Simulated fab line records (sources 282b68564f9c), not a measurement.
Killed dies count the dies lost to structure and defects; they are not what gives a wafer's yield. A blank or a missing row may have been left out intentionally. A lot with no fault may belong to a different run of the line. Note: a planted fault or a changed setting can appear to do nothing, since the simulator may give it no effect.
8D (eight disciplines) problem report, filled in by code -- flow rit_cmos -- the parts of the form that need people (team, actions taken, sign-off) are left out

== 1. WHAT WENT WRONG ==
run_length_s at RIT_SDANNEAL_CLEAN_00 reads a mean of 534 s on 6 wafers of 2 lots; wafers without a fault read 628 s with a standard deviation of 3.5. That is -27 standard deviations from the usual mean.
The step: cleans in SC1, time 600 s.
Earliest sighting: wafer L326.1 on wet_bench-01 at day 4 14:40. At this step, 42 wafers from 14 lots have a number in the record. Rule for "out", or "out of limits": more than 4 standard deviations from the usual mean. The other wafers with a number count as sound.

== 2. WHAT IT IS AND WHAT IT IS NOT ==
question,is,is not
which readings at this step,run_length_s,temp_c
which lots,"L326, L328","L319, L321, L322, L323, L324, L331, L333, L336, L338, L339, L341, L342"
which wafers of those lots,all that have a number,-
read on which tools,wet_bench-01,"wet_bench-02, wet_bench-03"
when,from day 4 14:40,"up to then (15 sound wafers); but 21 sound wafers of L331, L333, L336, L338, L339, L341, L342 came after"

== 3. THE SUSPECTS, EACH WITH WHAT RULES IT OUT ==
Counting: a tool stays on the suspect list if, at a process step up to the reading, it processed all lots that are out and no sound lot following the first of them.
- wet_bench-01 at RIT_SDANNEAL_CLEAN_00 (cleans in SC1, time 600 s): ruled out as a lasting fault. The sound lots L342 went through it after L326, its earliest lot that is out (day 4 14:40).
Left after counting: nothing in the record.

== 4. THE CAUSE (what the simulator had put in) ==
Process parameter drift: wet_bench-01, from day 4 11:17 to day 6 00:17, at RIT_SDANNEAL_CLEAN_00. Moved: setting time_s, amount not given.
Counting ruled it out, wrongly.

== 5. SEQUENCE OF EFFECTS, ordered by route ==
Each row: a reading whose mean over the struck wafers that have a number lies more than 3 standard deviations from the usual. Only readings whose record carries a usual standard deviation are examined. hours: median over the lots of the time between each lot's start at the first step of this table that gives one and its start at this step. sigmas: the change, counted in usual standard deviations.
hours,step,reading,usual,on struck wafers,change,sigmas
0,RIT_SDANNEAL_CLEAN_00,run_length_s,628 s,534,-94,-27
The process steps in it:
- RIT_SDANNEAL_CLEAN_00: cleans in SC1, time 600 s.

== 6. HOW IT WOULD HAVE BEEN CAUGHT EARLIER ==
In this record no reading fell out of limits until day 4 14:40, 3 hours after the fault had begun at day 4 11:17.
